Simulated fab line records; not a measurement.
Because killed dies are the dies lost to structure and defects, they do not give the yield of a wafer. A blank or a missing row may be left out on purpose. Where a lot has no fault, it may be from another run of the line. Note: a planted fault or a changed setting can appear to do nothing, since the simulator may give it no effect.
One fault seen from 2 desks | flow rit cmos | numbers are kept per desk, each desk with only its own; the story behind them comes last

## FOR THE TOOL OWNER'S DESK: litho track-02
The tool's own readings at RIT_ACTIVE_COAT_06 (resist thk 1000 nm): means of the sampled wafers that have a number, for each lot that ran on this tool. Marked OUT: a lot whose mean sits more than 4 standard deviations from the usual mean, which makes it out of limits; the brackets give that distance.
Columns: A = spin speed rpm at RIT_ACTIVE_COAT_06, usual 3250.3 rpm
lot  | first seen here | A
L372 | day 1 14:19     | 3249.7
L379 | day 3 02:36     | 2865.0 (-99 or more) OUT
L382 | day 3 17:53     | 2865.5 (-99 or more) OUT
This desk's finding: out of limits on L379, L382; first on L379, day 3 02:36 (spin speed rpm at RIT_ACTIVE_COAT_06). L372: within limits.

## METROLOGY DESK
What the gauges read for every lot (on any tool): the sampled wafers with a number, averaged. Marked OUT: a lot whose mean sits more than 4 standard deviations from the usual mean, which makes it out of limits; the brackets give that distance.
Columns: A = INCOMING_BOW at RIT_ACTIVE_BOW_MEAS_00, usual 0 um; B = ACTIVE_OXIDE_THK at RIT_ACTIVE_THK_MEAS_02, usual 46.5 nm; C = ACTIVE_NITRIDE_THK at RIT_ACTIVE_THK_MEAS_04, usual 150.1 nm; D = cd nm at RIT_ACTIVE_CD_MEAS_11, usual 1400.1 nm
lot  | first seen here | A  | B    | C     | D
L372 | day 1 10:04     | 1  | 47.2 | 148.6 | 1401.1
L375 | day 2 01:00     | 6  | 47.1 | 151.5 | 1399.0
L379 | day 2 21:00     | -2 | 46.9 | 148.4 | 1406.8
L381 | day 3 07:00     | -2 | 45.7 | 151.4 | 1395.9
L382 | day 3 12:04     | 9  | 46.7 | 148.4 | 1404.4
L386 | day 4 08:04     | -1 | 46.9 | 150.9 | 1401.1
Result from this desk: across the 6 lots, nothing is out of limits.

## PUT TOGETHER
An alarm could have come from the tool owner's desk at day 3 02:36, on L379, L382.
Metrology desk: nothing out of limits seen.
The metrology desk has L379, L382 on record, within its limits.
Of the lots named, all ran RIT_ACTIVE_COAT_06 on litho track-02.

## WHAT THE SIMULATOR HAD INSERTED
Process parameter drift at RIT_ACTIVE_COAT_06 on litho track-02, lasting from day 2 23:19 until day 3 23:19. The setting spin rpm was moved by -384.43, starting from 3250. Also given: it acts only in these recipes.
Shown lots that were struck: L379, L382.
Delay in hours, fault start to first out-of-limits reading, by desk: the tool owner's desk at 3.
